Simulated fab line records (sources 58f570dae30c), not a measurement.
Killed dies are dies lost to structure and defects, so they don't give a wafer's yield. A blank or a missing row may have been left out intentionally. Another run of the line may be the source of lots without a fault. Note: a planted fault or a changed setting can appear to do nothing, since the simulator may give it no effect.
The tool behind it: which one? | flow berkeleyCmos170 | 14 lots, 42 wafers sampled, at 5 steps of a route of 331

## WHAT THE GAUGES SHOWED, per wafer
UCB170_NVT_TW_MEAS_09.
lot  | measured     | on           | NVT_TW
L858 | day 6 00:06  | filmMetro-01 | 525 519 521
L859 | day 6 15:10  | filmMetro-02 | 518 518 519
L860 | day 7 03:12  | filmMetro-02 | 518 518 518
L862 | day 7 03:28  | filmMetro-01 | 524 525 524
L864 | day 8 01:04  | filmMetro-01 | 521 520 519
L865 | day 8 01:18  | filmMetro-01 | 522 525 520
L868 | day 8 07:50  | filmMetro-02 | 517 516 517
L869 | day 8 22:31  | filmMetro-03 | 529 532 531
L871 | day 9 12:10  | filmMetro-02 | 517 518 517
L875 | day 10 02:46 | filmMetro-03 | 530 530 531
L877 | day 10 15:49 | filmMetro-01 | 524 525 525
L878 | day 10 16:02 | filmMetro-03 | 530 528 529
L880 | day 10 16:06 | filmMetro-02 | 518 518 522
L879 | day 10 16:14 | filmMetro-02 | 520 519 516

UCB170_PVT_TW_MEAS_09.
lot  | measured     | on           | PVT_TW
L858 | day 6 02:29  | filmMetro-04 | 506 506 507
L859 | day 6 17:20  | filmMetro-01 | 505 506 506
L860 | day 7 07:02  | filmMetro-04 | 509 510 508
L862 | day 7 06:58  | filmMetro-01 | 507 506 506
L864 | day 8 03:01  | filmMetro-01 | 503 505 504
L865 | day 8 03:18  | filmMetro-03 | 513 513 513
L868 | day 8 11:19  | filmMetro-01 | 507 505 505
L869 | day 9 03:13  | filmMetro-03 | 514 514 514
L871 | day 9 14:22  | filmMetro-01 | 506 504 504
L875 | day 10 05:04 | filmMetro-04 | 505 505 507
L877 | day 10 18:15 | filmMetro-03 | 513 512 512
L878 | day 10 18:58 | filmMetro-04 | 507 505 506
L880 | day 10 18:58 | filmMetro-03 | 512 514 512
L879 | day 10 19:15 | filmMetro-03 | 512 512 509

UCB170_GATE_CD_MEAS_12: the cd target is 350 nm.
lot  | measured     | on       | cdNm (nm)
L858 | day 6 14:44  | cdSem-02 | 352.0 351.3 351.2
L859 | day 7 14:52  | cdSem-02 | 350.7 350.4 350.4
L860 | day 7 19:38  | cdSem-01 | 350.1 349.4 348.9
L862 | day 7 20:00  | cdSem-01 | 349.0 348.3 349.0
L864 | day 8 18:26  | cdSem-02 | 351.1 351.3 350.1
L865 | day 8 18:43  | cdSem-02 | 349.8 350.2 349.7
L868 | day 9 01:20  | cdSem-02 | 348.0 351.0 350.2
L869 | day 9 18:19  | cdSem-01 | 349.3 349.9 350.1
L871 | day 10 04:56 | cdSem-01 | 356.0 354.9 356.7
L875 | day 10 21:09 | cdSem-01 | 353.9 354.0 356.0
L877 | day 11 08:25 | cdSem-01 | 351.0 351.2 351.6
L878 | day 11 08:06 | cdSem-02 | 350.7 348.1 350.5
L880 | day 11 07:49 | cdSem-02 | 349.7 349.7 349.9
L879 | day 11 07:54 | cdSem-01 | 348.6 349.4 348.5

UCB170_PLDD_CD_MEAS_06: the cd target is 1200 nm.
lot  | measured     | on       | cdNm (nm)
L858 | day 6 17:02  | cdSem-02 | 1200.5 1200.6 1200.6
L859 | day 7 16:31  | cdSem-01 | 1199.0 1198.8 1197.7
L860 | day 7 21:37  | cdSem-02 | 1198.4 1198.2 1199.2
L862 | day 7 22:03  | cdSem-01 | 1201.3 1201.4 1200.5
L864 | day 8 20:16  | cdSem-01 | 1199.9 1199.4 1198.6
L865 | day 8 20:32  | cdSem-02 | 1199.0 1199.7 1200.4
L868 | day 9 03:22  | cdSem-02 | 1198.9 1197.8 1197.3
L869 | day 9 19:49  | cdSem-01 | 1200.1 1202.0 1199.9
L871 | day 10 06:50 | cdSem-02 | 1200.2 1201.2 1200.3
L875 | day 10 22:58 | cdSem-01 | 1201.4 1200.2 1201.1
L877 | day 11 10:22 | cdSem-01 | 1200.7 1201.8 1201.2
L878 | day 11 10:18 | cdSem-02 | 1201.1 1200.0 1200.0
L880 | day 11 09:35 | cdSem-01 | 1201.8 1201.9 1201.8
L879 | day 11 09:47 | cdSem-02 | 1196.4 1197.1 1197.3

## TOOL THAT RAN EACH LOT (tool first, then ch and the chambers of the sampled wafers, then the start)
lot  | UCB170_GATE_PEB_10
L858 | lithoTrack-01 ch 0, day 6 14:28
L859 | lithoTrack-03 ch 0, day 7 14:35
L860 | lithoTrack-01 ch 0, day 7 19:22
L862 | lithoTrack-03 ch 0, day 7 19:40
L864 | lithoTrack-03 ch 0, day 8 18:10
L865 | lithoTrack-03 ch 0, day 8 18:26
L868 | lithoTrack-01 ch 0, day 9 01:04
L869 | lithoTrack-01 ch 0, day 9 18:03
L871 | lithoTrack-01 ch 0, day 10 04:40
L875 | lithoTrack-01 ch 0, day 10 20:53
L877 | lithoTrack-02 ch 0, day 11 08:09
L878 | lithoTrack-02 ch 0, day 11 07:50
L880 | lithoTrack-02 ch 0, day 11 07:32
L879 | lithoTrack-03 ch 0, day 11 07:38
- UCB170_GATE_PEB_10

## WHAT THE TOOLS THEMSELVES READ (means of the sampled wafers that have a number; where no wafer has one, the mark that the record gives instead)
UCB170_GATE_PEB_10.
lot  | tool          | heaterPowerTotalW (W) | resistLineTempC (C)
L858 | lithoTrack-01 | 56.80                 | 23.16
L859 | lithoTrack-03 | 56.84                 | 23.02
L860 | lithoTrack-01 | 56.79                 | 22.96
L862 | lithoTrack-03 | 56.84                 | 22.84
L864 | lithoTrack-03 | 56.82                 | 22.98
L865 | lithoTrack-03 | 56.82                 | 23.02
L868 | lithoTrack-01 | 56.81                 | 22.97
L869 | lithoTrack-01 | 56.76                 | 23.03
L871 | lithoTrack-01 | 58.52                 | 23.07
L875 | lithoTrack-01 | 58.53                 | 22.87
L877 | lithoTrack-02 | 56.81                 | 22.89
L878 | lithoTrack-02 | 56.78                 | 23.02
L880 | lithoTrack-02 | 56.77                 | 23.15
L879 | lithoTrack-03 | 56.80                 | 23.13

## THE ANSWER, worked out from the rows above alone
Rule: what is usual is taken from the lots themselves. Put in order of their means at a reading, lots are off if they are a third of the lots or fewer, leave a main group of 4 or more, and stand apart from it by a gap of 3 or more times the standard deviation of the main group's means; of several such gaps the widest counts. A main group is skipped when, at the precision printed for the reading in the tables above, its means are all equal. Also off: a lot with no number at a reading for which 4 or more lots have one. Where the step has rows for the other lots, those lots are counted as sound. The gauges are gone through in route order, then the tools' own readings, and for those a lot's mean is taken as printed above. At the first step where some lot is off, the reading lying furthest off is the one used; lots without a number count as furthest.
Off: L871, L875, at UCB170_GATE_CD_MEAS_12 (cdNm). The main group has a mean of 350.0 nm with a standard deviation of 0.83.
A tool fits if, at a process step before that reading, it ran every lot that is off, and no sound lot after the first of them. The gauges at UCB170_GATE_CD_MEAS_12 aren't tried: what is off there is off at UCB170_GATE_PEB_10 too, on other tools, and a gauge's error can't cause that. One fits: lithoTrack-01 at UCB170_GATE_PEB_10. A fault onset in the window from L869 (day 9 18:03, its last sound lot) to L871 (day 10 04:40, its first lot off) fits.
The tool's own readings at UCB170_GATE_PEB_10 bear it out: on the lots that are off they differ by more than 5 times the standard deviation of the sound lots' means. heaterPowerTotalW reads 58.53 W there against 56.80 W on the sound lots.

## WHAT HAD BEEN PUT IN BY THE SIMULATOR
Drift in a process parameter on lithoTrack-01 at UCB170_GATE_PEB_10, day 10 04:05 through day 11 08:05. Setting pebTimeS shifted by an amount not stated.
Lots struck among those shown: L871, L875. The rule above reached the same finding.
